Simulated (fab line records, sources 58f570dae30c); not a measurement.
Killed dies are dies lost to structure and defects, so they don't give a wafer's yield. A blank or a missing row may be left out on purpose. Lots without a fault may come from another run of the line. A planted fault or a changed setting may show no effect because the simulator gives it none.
Which tool did it? | flow berkeley_cmos170 | 7 lots, 21 wafers sampled, at 2 steps of a route of 331

WHAT THE GAUGES READ, wafer by wafer
UCB170_PSD_CD_MEAS_06: target cd 1200 nm.
lot  | measured     | on        | cd_nm (nm)
L827 | day 6 16:31  | cd_sem-02 | 1200.1 1199.4 1200.1
L831 | day 7 18:10  | cd_sem-02 | 1199.7 1199.9 1199.5
L833 | day 8 08:24  | cd_sem-01 | 1201.0 1199.9 1199.5
L836 | day 9 03:22  | cd_sem-02 | 1198.8 1197.3 1199.0
L840 | day 9 17:13  | cd_sem-01 | 1199.9 1200.1 1199.9
L842 | day 10 01:37 | cd_sem-02 | 1176.1 1175.5 1176.6
L844 | day 10 08:59 | cd_sem-02 | 1179.3 1180.2 1179.4

WHICH TOOL RAN EACH LOT (tool, then ch and the chambers of the sampled wafers, then the start)
lot  | UCB170_PSD_PEB_04
L827 | litho_track-03 ch 0, day 6 16:15
L831 | litho_track-02 ch 0, day 7 17:53
L833 | litho_track-04 ch 0, day 8 08:07
L836 | litho_track-02 ch 0, day 9 03:05
L840 | litho_track-02 ch 0, day 9 16:56
L842 | litho_track-04 ch 0, day 10 01:22
L844 | litho_track-04 ch 0, day 10 08:43
- UCB170_PSD_PEB_04

THE ANSWER, worked out from the rows above alone
Rule: what is usual is taken from the lots themselves. Put in order of their means at a reading, lots are off if they are a third of the lots or fewer, leave a main group of 4 or more, and stand apart from it by a gap of 3 or more times the standard deviation of the main group's means; of several such gaps the widest counts. A main group whose means are all the same, to the digits that the tables above print for the reading, isn't used. A lot without any number at a reading at which 4 lots or more have one is off too. The other lots that the step has rows for count as sound.
Off: L842, L844, at UCB170_PSD_CD_MEAS_06 (cd_nm). The main group: mean 1199.6 nm, standard deviation 0.64.
A tool fits if, at a process step before that reading, it ran every lot that is off, and no sound lot after the first of them. The gauges at UCB170_PSD_CD_MEAS_06 are tried like those tools. Can't be told from this: 2 tools fit, litho_track-04 at UCB170_PSD_PEB_04, cd_sem-02 at UCB170_PSD_CD_MEAS_06.

WHAT THE SIMULATOR HAD PUT IN
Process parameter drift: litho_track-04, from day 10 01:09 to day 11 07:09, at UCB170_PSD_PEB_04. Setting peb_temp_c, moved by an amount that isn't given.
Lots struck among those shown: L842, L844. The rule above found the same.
